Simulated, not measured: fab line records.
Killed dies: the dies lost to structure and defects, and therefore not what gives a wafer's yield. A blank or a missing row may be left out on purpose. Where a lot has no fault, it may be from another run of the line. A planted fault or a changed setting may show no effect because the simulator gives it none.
Chamber matching | flow berkeley cmos170 | 4 sister chambers for UCB170_V2_CMP_02 on cmp-02
The step polishes SiO2. 8 wafers are shown with their chamber, then 9 later ones without.

== WAFERS, EACH WITH ITS CHAMBER ==
wafer  | chamber | motor current A (A) | platen rpm (rpm)
L691.3 | 3       | 14.6                | 60.06
L691.6 | 3       | 14.2                | 60.04
L694.4 | 0       | 13.4                | 59.97
L698.3 | 0       | 13.9                | 59.91
L698.6 | 2       | 14.4                | 60.04
L700.1 | 1       | 15.4                | 59.98
L700.2 | 2       | 14.5                | 60.07
L700.6 | 1       | 14.9                | 59.96

== WAFERS WHOSE CHAMBER IS MISSING ==
wafer  | motor current A (A) | platen rpm (rpm)
L703.1 | 14.3                | 60.00
L703.2 | 13.9                | 60.03
L703.5 | 15.7                | 60.00
L706.1 | 15.7                | 60.05
L706.2 | 14.5                | 60.06
L706.5 | 14.9                | 60.01
L709.1 | 13.8                | 60.04
L709.2 | 14.4                | 59.97
L709.3 | 14.9                | 59.99

== THE CHAMBER EACH PASSED THROUGH ==
wafer  | from the rows above               | in truth
L703.1 | can't be placed: 3 or 2 or 1 or 0 | 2
L703.2 | can't be placed: 3 or 2 or 0      | 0
L703.5 | 1                                 | 1
L706.1 | can't be placed: 1 or 2 or 3      | 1
L706.2 | can't be placed: 2 or 3           | 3
L706.5 | can't be placed: 1 or 3 or 2      | 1
L709.1 | can't be placed: 3 or 2 or 0      | 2
L709.2 | can't be placed: 1 or 0 or 3 or 2 | 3
L709.3 | can't be placed: 1 or 3 or 2      | 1
Correctly placed: 1 of 9. Unplaceable from these rows: 8, with the true chamber sitting among the candidates in 8. Placed wrongly: 0.
How it was worked out, from the rows above alone: a wafer's distance from a chamber is the root of the sum, over the readings, of the square of ((its reading less the chamber's mean) divided by the reading's scatter). If the next closest chamber is less than 2 further off than the closest, the wafer can't be placed; otherwise it belongs to the closest. Each chamber's mean is taken over the wafers shown for it. The scatter is the square root of a quotient: the sum, over the shown wafers, of each reading's squared deviation from its chamber's mean, divided by wafers minus chambers.
